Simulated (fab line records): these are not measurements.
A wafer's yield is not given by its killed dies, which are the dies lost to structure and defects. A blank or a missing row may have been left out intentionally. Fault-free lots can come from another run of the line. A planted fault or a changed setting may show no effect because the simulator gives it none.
Split-lot study + flow ritCmos + 5 lots, 23 wafers read, on a route of 202 steps

## SPLIT DETAILS
At RIT_NRETRO_IMPLANT_08, the setting doseCm2 was moved away from the recipe's 1e+13 on 10 of the 23 wafers read, by -5.4% to +4.3%. For the rest of the wafers, this setting stayed at what the recipe calls for.

## BETWEEN THE SPLIT AND THE READING: the file shows 1 step in between
- RIT_NRETRO_STRIP_09: strips in O2, time 180 s

## THE READING
NRETRO_TW, at RIT_NRETRO_TW_MEAS_10. On this fab line, fault-free wafers typically give 1054 with a standard deviation of 3.3.

| wafer  | tool, chamber at the split | doseCm2 as run | against the recipe | NRETRO_TW | against lot-mates on the recipe |
|--------|----------------------------|----------------|--------------------|-----------|---------------------------------|
| L074.1 | implanter-04, 0            | 1e+13          | recipe             | 1054      | -                               |
| L074.2 | implanter-04, 0            | 1e+13          | recipe             | 1050      | -                               |
| L074.3 | implanter-04, 0            | 1.019e+13      | +1.9%              | 1065      | +13                             |
| L074.4 | implanter-04, 0            | 1.019e+13      | +1.9%              | 1069      | +17                             |
| L074.6 | implanter-04, 0            | 1.019e+13      | +1.9%              | 1062      | +10                             |
| L076.1 | implanter-03, 0            | 1.043e+13      | +4.3%              | 1067      | +14                             |
| L076.2 | implanter-03, 0            | 1.043e+13      | +4.3%              | 1067      | +14                             |
| L076.3 | implanter-03, 0            | 1e+13          | recipe             | 1054      | -                               |
| L076.5 | implanter-03, 0            | 1e+13          | recipe             | 1053      | -                               |
| L076.6 | implanter-03, 0            | 1e+13          | recipe             | 1053      | -                               |
| L080.2 | implanter-03, 0            | 1e+13          | recipe             | 1056      | -                               |
| L080.3 | implanter-03, 0            | 1e+13          | recipe             | 1052      | -                               |
| L080.6 | implanter-03, 0            | 1e+13          | recipe             | 1055      | -                               |
| L083.1 | implanter-04, 0            | 1e+13          | recipe             | 1054      | -                               |
| L083.2 | implanter-04, 0            | 1e+13          | recipe             | 1051      | -                               |
| L083.3 | implanter-04, 0            | 9.479e+12      | -5.2%              | 1033      | -19                             |
| L083.5 | implanter-04, 0            | 1e+13          | recipe             | 1052      | -                               |
| L083.6 | implanter-04, 0            | 9.479e+12      | -5.2%              | 1036      | -16                             |
| L084.2 | implanter-01, 0            | 9.463e+12      | -5.4%              | 1039      | -15                             |
| L084.3 | implanter-01, 0            | 9.463e+12      | -5.4%              | 1045      | -9                              |
| L084.4 | implanter-01, 0            | 1e+13          | recipe             | 1056      | -                               |
| L084.5 | implanter-01, 0            | 1e+13          | recipe             | 1052      | -                               |
| L084.6 | implanter-01, 0            | 9.463e+12      | -5.4%              | 1037      | -17                             |

THE FIT
A straight line over all 23 wafers: NRETRO_TW changes by +3.21 for each +1% of doseCm2; r = +0.94; the points scatter about the line by 3.4.
The same after taking each lot's own level away (the mean of its wafers on the recipe; 23 wafers): +3.26 for each +1%; r = +0.94; scatter 3.5.
According to that fit, moving doseCm2 by its largest amount changes the reading by 18.
The lots' own levels span 1052.0 to 1054.3, that is 0.7 times the standard deviation above.
The two slopes are in agreement: the lot-to-lot level therefore moves the slope only a little.
Check: for one of the wafers moved furthest among these (-5.4%), held out of the fit, the line's prediction against its lot-mates is -16.5. Against them it came out at -15.

## THE OTHER SPLITS THESE WAFERS WENT THROUGH
Other splits were also applied to these wafers ahead of the reading. Each is held against what the fit with the lots' levels taken away leaves over:
| other split on the same wafers   | wafers away from the commonest value | r with NRETRO_TW (lot level and that fit taken away) |
|----------------------------------|--------------------------------------|------------------------------------------------------|
| RIT_ACTIVE_CVD_03 tempC          | 18                                   | +0.38                                                |
| RIT_ACTIVE_COAT_06 spinRpm       | 7                                    | +0.06                                                |
| RIT_ACTIVE_ETCH_13 pressureMtorr | 15                                   | -0.22                                                |
| RIT_FOX1_WET_ETCH_02 timeS       | 18                                   | -0.35                                                |
| RIT_NWELL_IMPLANT_08 energyKev   | 12                                   | +0.19                                                |
| RIT_PWELL_IMPLANT_08 energyKev   | 7                                    | +0.14                                                |

## FILE'S OWN FIT
NRETRO_TW changes by +3.24 for each +1% of doseCm2, r = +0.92.
